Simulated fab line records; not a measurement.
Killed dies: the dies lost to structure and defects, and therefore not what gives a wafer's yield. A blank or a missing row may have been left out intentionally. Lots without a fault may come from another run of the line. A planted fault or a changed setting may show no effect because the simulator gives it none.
Check for tools in common    flow ritCmos    15 lots and 45 wafers in the sample

## WHY IT WAS OPENED
At RIT_FOX1_THK_MEAS_01 the reading FOX1_OXIDE_THK is flagged on 3 of 15 lots. Fault-free wafers read 355 nm, with a standard deviation of 6.8.
Rule: a lot gets a flag if all its wafers with a number sit over 4 standard deviations from that mean, or if no wafer of it has a number. The rest of the lots are taken to be sound.

lot   measured     on            FOX1_OXIDE_THK (nm), wafer by wafer  flag
L456  day 1 16:58  filmMetro-01  351 354 359                          
L457  day 1 23:01  filmMetro-01  362 361 358                          
L458  day 2 04:11  filmMetro-02  358 357 358                          
L459  day 2 08:04  filmMetro-01  352 347 349                          
L460  day 2 12:55  filmMetro-02  355 350 352                          
L462  day 2 22:59  filmMetro-01  347 350 351                          
L463  day 3 06:37  filmMetro-03  351 352 345                          
L466  day 3 20:22  filmMetro-02  397 397 394                          FLAGGED
L469  day 4 10:42  filmMetro-03  395 401 399                          FLAGGED
L472  day 5 01:04  filmMetro-03  406 406 403                          FLAGGED
L474  day 5 11:51  filmMetro-02  358 363 358                          
L475  day 5 16:58  filmMetro-02  359 363 355                          
L477  day 6 01:57  filmMetro-01  365 360 365                          
L478  day 6 06:49  filmMetro-02  346 348 345                          
L479  day 6 11:54  filmMetro-01  347 353 347                          
Average over the flagged lots: 400 nm; offset from the usual +45 nm, equal to +7 standard deviations.

## WHICH TOOL RAN EACH LOT
The record keeps 1 process step preceding the reading, out of 202 steps on the route. Read each cell as the tool, then ch plus the chambers that the sampled wafers visited, then the start.
lot   flag     RIT_FOX1_OXIDATION_00
L456           furnace-04 ch 0, day 1 15:39
L457           furnace-02 ch 0, day 1 21:41
L458           furnace-04 ch 0, day 2 02:52
L459           furnace-04 ch 0, day 2 06:45
L460           furnace-01 ch 0, day 2 11:35
L462           furnace-04 ch 0, day 2 21:40
L463           furnace-02 ch 0, day 3 05:17
L466  FLAGGED  furnace-01 ch 0, day 3 19:03
L469  FLAGGED  furnace-01 ch 0, day 4 09:21
L472  FLAGGED  furnace-01 ch 0, day 4 23:45
L474           furnace-02 ch 0, day 5 10:32
L475           furnace-04 ch 0, day 5 15:38
L477           furnace-02 ch 0, day 6 00:38
L478           furnace-02 ch 0, day 6 05:31
L479           furnace-04 ch 0, day 6 10:34
What these steps do:
- RIT_FOX1_OXIDATION_00: target thk 350.7 nm, ox time 1130 s.
- RIT_FOX1_THK_MEAS_01

## FLAGGED AGAINST TOTAL, ONE TOOL AT A TIME (gauges that did the reading follow at the end)
step                   tool          lots run  flagged  share of the flagged lots  sound lots run after its first flagged lot
RIT_FOX1_OXIDATION_00  furnace-01    4         3        all                        0
RIT_FOX1_OXIDATION_00  furnace-02    5         0        none                       -
RIT_FOX1_OXIDATION_00  furnace-04    6         0        none                       -
RIT_FOX1_THK_MEAS_01   filmMetro-01  6         0        none                       -
RIT_FOX1_THK_MEAS_01   filmMetro-02  6         1        some                       3 (L474,L475,L478)
RIT_FOX1_THK_MEAS_01   filmMetro-03  3         2        some                       0

## WHAT THE TABLE ALLOWS
Rows of the table that ran each flagged lot: 1, that is furnace-01 at RIT_FOX1_OXIDATION_00.
- furnace-01 at RIT_FOX1_OXIDATION_00 ran 4 lots, 3 of them flagged. Its last sound lot is L460 (day 2 11:35), its first flagged lot L466 (day 3 19:03): a fault that began between those two fits. Its own readings lie more than 4 standard deviations out on every wafer of the flagged lots: spikeTcCentreC, spikeTcLoadC, spikeTcSourceC, tubeCenterTempC, tube_center_temp_C_max.
What remains is a single tool, furnace-01 at RIT_FOX1_OXIDATION_00.

## WHAT WAS PUT IN BY THE SIMULATOR
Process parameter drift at RIT_FOX1_OXIDATION_00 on furnace-01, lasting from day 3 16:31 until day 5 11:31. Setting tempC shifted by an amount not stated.
Struck lots among those shown: L466, L469, L472. This agrees with what the rule above found.
